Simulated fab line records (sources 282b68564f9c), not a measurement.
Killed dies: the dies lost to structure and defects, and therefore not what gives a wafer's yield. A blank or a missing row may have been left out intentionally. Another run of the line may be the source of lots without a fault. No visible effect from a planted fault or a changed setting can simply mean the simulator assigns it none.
Comparing a struck lot with a sound one / flow ritCmos / 16 steps out of a route of 202
Sound: the wafers L160.1, L160.2, L160.3. Wafers struck: L167.1, L167.4, L167.5. At the end, the cause is stated.
For every step that has rows: the tool of each side, followed by ch and its chambers, followed by its first start. Under that, the readings that differ: sound wafers / struck wafers / difference of the means / sigmas: that difference in standard deviations of wafers without a fault.
alike: a reading whose means differ by less than 2 such deviations, as well as words and numbers matching on both sides. not compared: withheld readings; readings where some wafer has no value; bounds like >300 that might hide an equal value; numbers whose values overlap and for which the record gives no deviation.
A row with sigmas, a row that says differs or no value, or rows on one side alone: a step with any of these is where the two part. Numbers that have no deviation but don't overlap get no sigmas and don't part them. A reading that every wafer of one side lacks parts them only if that side has two wafers or more.

RIT_ACTIVE_BOW_MEAS_00:
  sound on filmMetro-03, day 3 22:00; struck on filmMetro-01, day 5 09:00
  alike: INCOMING_BOW
then, 1 step without rows for these wafers: RIT_ACTIVE_OXIDATION_01 (target thk 46.8 nm, ox time 3360 s).
RIT_ACTIVE_THK_MEAS_02:
  sound on filmMetro-04, day 4 00:03; struck on filmMetro-03, day 5 11:13
reading=ACTIVE_OXIDE_THK (nm); sound=51.0 51.2 51.6; struck=49.8 49.8 49.3; difference=-1.6; sigmas=-2
then, 1 step without rows for these wafers: RIT_ACTIVE_CVD_03 (deposits Si3N4 from SiH2Cl2/NH3, target thk 150 nm, time 1500 s).
RIT_ACTIVE_THK_MEAS_04:
  sound on filmMetro-01, day 4 01:32; struck on filmMetro-01, day 5 12:41
  alike: ACTIVE_NITRIDE_THK
then, 3 steps without rows for these wafers: RIT_ACTIVE_HMDS_05 (prime time 60 s); RIT_ACTIVE_COAT_06 (resist thk 1007 nm); RIT_ACTIVE_SOFTBAKE_07 (time 60 s).
RIT_ACTIVE_EXPOSE_08: exposes mask M1, target cd 1400 nm.
  sound on ilineStepper-01 ch 0, day 4 02:02; struck on ilineStepper-01 ch 0, day 5 13:20
reading=exposureDoseMJCm2; sound=225.68 225.68 225.38; struck=212.66 212.66 212.47; difference=-12.98; sigmas=-59
  alike: mask
then, 2 steps without rows for these wafers: RIT_ACTIVE_PEB_09; RIT_ACTIVE_DEVELOP_10 (develop time 50 s).
RIT_ACTIVE_CD_MEAS_11: target cd 1400 nm.
  sound on cdSem-02, day 4 02:26; struck on cdSem-02, day 5 13:44
reading=cdNm (nm); sound=1396.4 1398.0 1394.1; struck=1416.9 1419.5 1418.5; difference=+22.1; sigmas=+9
then, 1 step without rows for these wafers: RIT_ACTIVE_HARDBAKE_12 (time 60 s).
RIT_ACTIVE_ETCH_13: etches Si3N4 in SF6, stops on SiO2, time 210 s, target depth 210 nm.
  sound on rieDiel-03 ch 1,2,3, day 4 02:43; struck on rieDiel-01 ch 0,1,2, day 5 14:01
reading=model.ACTIVE.cdNm (nm); sound=1397 1398 1394; struck=1417 1419 1419; difference=+22; sigmas=
  alike: chamberPressureMTorr, drypumpMotorCurrentA, oesProductAu, throttleValvePct
  not compared: rfHoursCounterH
RIT_ACTIVE_STRIP_14: strips in O2, time 180 s.
  sound on plasmaAsher-01 ch 0,1, day 4 02:50; struck on plasmaAsher-03 ch 0,1, day 5 14:08
  alike: chamberPressureMTorr, drypumpMotorCurrentA
  not compared: rfHoursCounterH
RIT_M1_PROBE_99:
  sound on prober-02, day 6 11:43; struck on prober-01, day 7 14:08
  alike: killed_at_M0_to_M3, killedAtFrontEnd, killedDies, killedOpen, killedShort

## WHERE THEY PART
Last at RIT_ACTIVE_CD_MEAS_11 as far as this record goes, first at RIT_ACTIVE_THK_MEAS_02. Later steps at which nothing parts them and some readings are alike: RIT_ACTIVE_ETCH_13, RIT_ACTIVE_STRIP_14, RIT_M1_PROBE_99.

WHY: the cause the simulator had injected
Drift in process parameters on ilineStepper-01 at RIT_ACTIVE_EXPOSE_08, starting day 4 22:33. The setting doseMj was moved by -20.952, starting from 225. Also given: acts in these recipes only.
